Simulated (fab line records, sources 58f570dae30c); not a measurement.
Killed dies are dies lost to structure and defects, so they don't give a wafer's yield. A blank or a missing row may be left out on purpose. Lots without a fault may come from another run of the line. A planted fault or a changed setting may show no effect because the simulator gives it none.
Tool commonality check | flow berkeley_cmos170 | 15 lots, 45 wafers sampled

WHY IT WAS OPENED
At UCB170_SCREENOX_THK_MEAS_02 the reading SCREENOX_OXIDE_THK is flagged on 3 of 15 lots. Wafers without a fault read 14.32 nm, standard deviation 0.27.
Rule: a lot is flagged when every wafer of it that has a number lies more than 4 standard deviations from that mean, or none has a number. The other lots count as sound.

lot  | measured     | on            | SCREENOX_OXIDE_THK (nm), wafer by wafer | flag
L866 | day 6 06:35  | film_metro-01 | 13.87 13.88 14.02                       |
L867 | day 6 11:38  | film_metro-03 | 14.85 14.61 14.56                       |
L868 | day 7 01:25  | film_metro-01 | 14.70 14.59 14.60                       |
L870 | day 7 01:25  | film_metro-03 | 14.65 14.89 14.67                       |
L873 | day 7 16:59  | film_metro-02 | 14.37 14.13 14.25                       |
L871 | day 7 17:01  | film_metro-01 | 13.90 13.91 13.97                       |
L874 | day 7 21:26  | film_metro-02 | 14.42 14.45 14.36                       |
L877 | day 8 04:31  | film_metro-02 | 19.42 19.69 19.59                       | FLAGGED
L875 | day 8 04:31  | film_metro-03 | 19.79 19.64 19.90                       | FLAGGED
L876 | day 8 04:35  | film_metro-03 | 19.62 19.29 19.72                       | FLAGGED
L884 | day 10 06:02 | film_metro-02 | 14.05 13.94 13.83                       |
L886 | day 10 20:53 | film_metro-02 | 14.24 14.02 14.32                       |
L887 | day 10 20:53 | film_metro-03 | 13.72 13.89 14.26                       |
L888 | day 10 20:53 | film_metro-01 | 14.42 14.33 14.40                       |
L885 | day 10 20:58 | film_metro-03 | 14.42 14.43 14.47                       |
The numbers of the flagged lots are 19.63 nm on average: +5.31 nm against the usual, or +20 standard deviations.

WHICH TOOL RAN EACH LOT
The record holds 1 process step before the reading, out of a route of 331 steps. In each cell: the tool, then ch and the chambers that the sampled wafers went through, then the start.
lot  | flag    | UCB170_SCREENOX_OXIDATION_01
L866 |         | furnace-01 ch 0, day 6 04:55
L867 |         | furnace-02 ch 0, day 6 09:58
L868 |         | furnace-02 ch 0, day 6 23:44
L870 |         | furnace-02 ch 0, day 6 23:44
L873 |         | furnace-01 ch 0, day 7 15:19
L871 |         | furnace-01 ch 0, day 7 15:19
L874 |         | furnace-02 ch 0, day 7 19:46
L877 | FLAGGED | furnace-01 ch 0, day 8 02:50
L875 | FLAGGED | furnace-01 ch 0, day 8 02:50
L876 | FLAGGED | furnace-01 ch 0, day 8 02:50
L884 |         | furnace-04 ch 0, day 10 04:23
L886 |         | furnace-04 ch 0, day 10 19:14
L887 |         | furnace-04 ch 0, day 10 19:14
L888 |         | furnace-04 ch 0, day 10 19:14
L885 |         | furnace-04 ch 0, day 10 19:14
What these steps do:
- UCB170_SCREENOX_OXIDATION_01: target thk 14.4 nm, ox time 2400 s.
- UCB170_SCREENOX_THK_MEAS_02

FLAGGED OVER TOTAL, TOOL BY TOOL (the gauges that took the reading come last)
step                         | tool          | lots run | flagged | share of the flagged lots | sound lots run after its first flagged lot
UCB170_SCREENOX_OXIDATION_01 | furnace-01    | 6        | 3       | all                       | 0
UCB170_SCREENOX_OXIDATION_01 | furnace-02    | 4        | 0       | none                      | -
UCB170_SCREENOX_OXIDATION_01 | furnace-04    | 5        | 0       | none                      | -
UCB170_SCREENOX_THK_MEAS_02  | film_metro-01 | 4        | 0       | none                      | -
UCB170_SCREENOX_THK_MEAS_02  | film_metro-02 | 5        | 1       | some                      | 2 (L884,L886)
UCB170_SCREENOX_THK_MEAS_02  | film_metro-03 | 6        | 2       | some                      | 2 (L887,L885)

WHAT THE TABLE ALLOWS
1 row of the table ran every flagged lot: furnace-01 at UCB170_SCREENOX_OXIDATION_01.
- furnace-01 at UCB170_SCREENOX_OXIDATION_01: 3 of its 6 lots flagged. Its last sound lot is L871 (day 7 15:19), its first flagged lot L875 (day 8 02:50): a fault that began between those two fits. Its own readings lie more than 4 standard deviations out on every wafer of the flagged lots: spike_tc_centre_C, spike_tc_load_C, spike_tc_source_C, tube_center_temp_C, tube_center_temp_C_max.
One tool is left: furnace-01 at UCB170_SCREENOX_OXIDATION_01.

WHAT THE SIMULATOR HAD PUT IN
Process parameter drift: furnace-01, from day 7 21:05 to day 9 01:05, at UCB170_SCREENOX_OXIDATION_01. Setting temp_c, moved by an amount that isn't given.
Lots struck among those shown: L877, L875, L876. The rule above found the same.
